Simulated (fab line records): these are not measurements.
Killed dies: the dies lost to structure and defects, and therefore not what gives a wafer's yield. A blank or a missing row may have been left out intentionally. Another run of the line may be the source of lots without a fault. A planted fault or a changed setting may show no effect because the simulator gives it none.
Split-lot experiment	flow berkeley cmos170	23 wafers read across 5 lots, on a route 331 steps long

== THE SPLIT ITSELF ==
At UCB170_NWELL_COAT_07 (resist thk 900 nm), the setting resist thk nm was moved away from the recipe's 900 nm on 7 of the 23 wafers read, by -4.6% to -1.5%. For the rest of the wafers, this setting stayed at what the recipe calls for.

== FROM THE SPLIT TO THE READING: what the file shows between them, 3 steps ==
- UCB170_NWELL_SOFTBAKE_08: time 60 s
- UCB170_NWELL_EXPOSE_09: exposes mask NWELL, target cd 3000 nm
- UCB170_NWELL_DEVELOP_11: develop time 45 s

== THE READING ==
KrF_of_NWELL_COAT_07.thk nm (the simulator's own value, which no gauge read), in nm, at UCB170_NWELL_ETCH_13 (etches Si3N4 in CH3F/Ar/O2, stops on SiO2, target depth 246.4 nm, time 154 s). There is no usual value for it anywhere in the file. Average 720.4 nm, standard deviation 3.5 nm, over the 16 wafers here run with the recipe.

wafer	tool, chamber at the split	resist thk nm as run, nm	against the recipe	KrF_of_NWELL_COAT_07.thk nm, nm	against lot-mates on the recipe
L074.1	litho track-01, 0	900	recipe	714.4	-
L074.2	litho track-01, 0	900	recipe	722.1	-
L074.3	litho track-01, 0	900	recipe	719.6	-
L076.1	litho track-04, 0	900	recipe	717	-
L076.2	litho track-04, 0	900	recipe	720	-
L076.3	litho track-04, 0	900	recipe	716.3	-
L076.4	litho track-04, 0	900	recipe	722.8	-
L076.5	litho track-04, 0	900	recipe	716.1	-
L080.2	litho track-03, 0	886.2	-1.5%	708.9	-12.5
L080.3	litho track-03, 0	900	recipe	722.1	-
L080.4	litho track-03, 0	886.2	-1.5%	702.6	-18.8
L080.5	litho track-03, 0	900	recipe	717	-
L080.6	litho track-03, 0	900	recipe	725	-
L079.1	litho track-04, 0	858.7	-4.6%	683.7	-37.8
L079.2	litho track-04, 0	900	recipe	718.9	-
L079.3	litho track-04, 0	858.7	-4.6%	678.8	-42.7
L079.4	litho track-04, 0	900	recipe	724.1	-
L079.6	litho track-04, 0	858.7	-4.6%	678.3	-43.2
L081.1	litho track-03, 0	900	recipe	727	-
L081.2	litho track-03, 0	875	-2.8%	702.4	-21.2
L081.3	litho track-03, 0	900	recipe	721.7	-
L081.4	litho track-03, 0	900	recipe	722.1	-
L081.5	litho track-03, 0	875	-2.8%	698.4	-25.2

THE FIT
A straight line over all 23 wafers: KrF_of_NWELL_COAT_07.thk nm changes by +8.51 nm for each +1% of resist thk nm; r = +0.97; the points scatter about the line by 3.6 nm.
The same after taking each lot's own level away (the mean of its wafers on the recipe; 23 wafers): +8.92 nm for each +1%; r = +0.98; scatter 3 nm.
According to that fit, moving resist thk nm by its largest amount changes the reading by 41 nm.
The span of the lots' own levels, 718.44 to 723.60 nm, comes to 1.5 times the standard deviation stated above.
The two slopes agree, so the slope changes little with the lot-to-lot level.
Check: for one of the wafers moved furthest among these (-4.6%), held out of the fit, the line's prediction against its lot-mates is -42.1 nm. Against them it came out at -37.8 nm.

== OTHER SPLITS APPLIED TO THESE WAFERS ==
Before the reading, these wafers also passed through other splits. Each is held against what the fit with the lots' levels taken away leaves over:
other split on the same wafers	wafers away from the commonest value	r with KrF_of_NWELL_COAT_07.thk nm (lot level and that fit taken away)
UCB170_NWELL_OXIDATION_01 temp c	18	+0.03

== THE WHOLE CHAIN: every reading that the file lists as answering this split, in the file's order ==
step	what it does	reading	change (the file's fit)	r (the file's)
UCB170_NWELL_COAT_07	resist thk 900 nm	KrF_of_NWELL_COAT_07.thk nm (the simulator's own value, which no gauge read)	+8.64 nm for each +1% of the setting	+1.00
UCB170_NWELL_ETCH_13	etches Si3N4 in CH3F/Ar/O2, stops on SiO2, target depth 246.4 nm, time 154 s	KrF_of_NWELL_COAT_07.thk nm (the simulator's own value, which no gauge read)	+8.92 nm for each +1% of the setting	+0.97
UCB170_NWELL_STRIP_15	strips in O2	strip time to endpoint s	withheld for each +1% of the setting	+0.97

== FILE'S OWN FIT ==
KrF_of_NWELL_COAT_07.thk nm changes by +8.92 nm for each +1% of resist thk nm, r = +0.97.
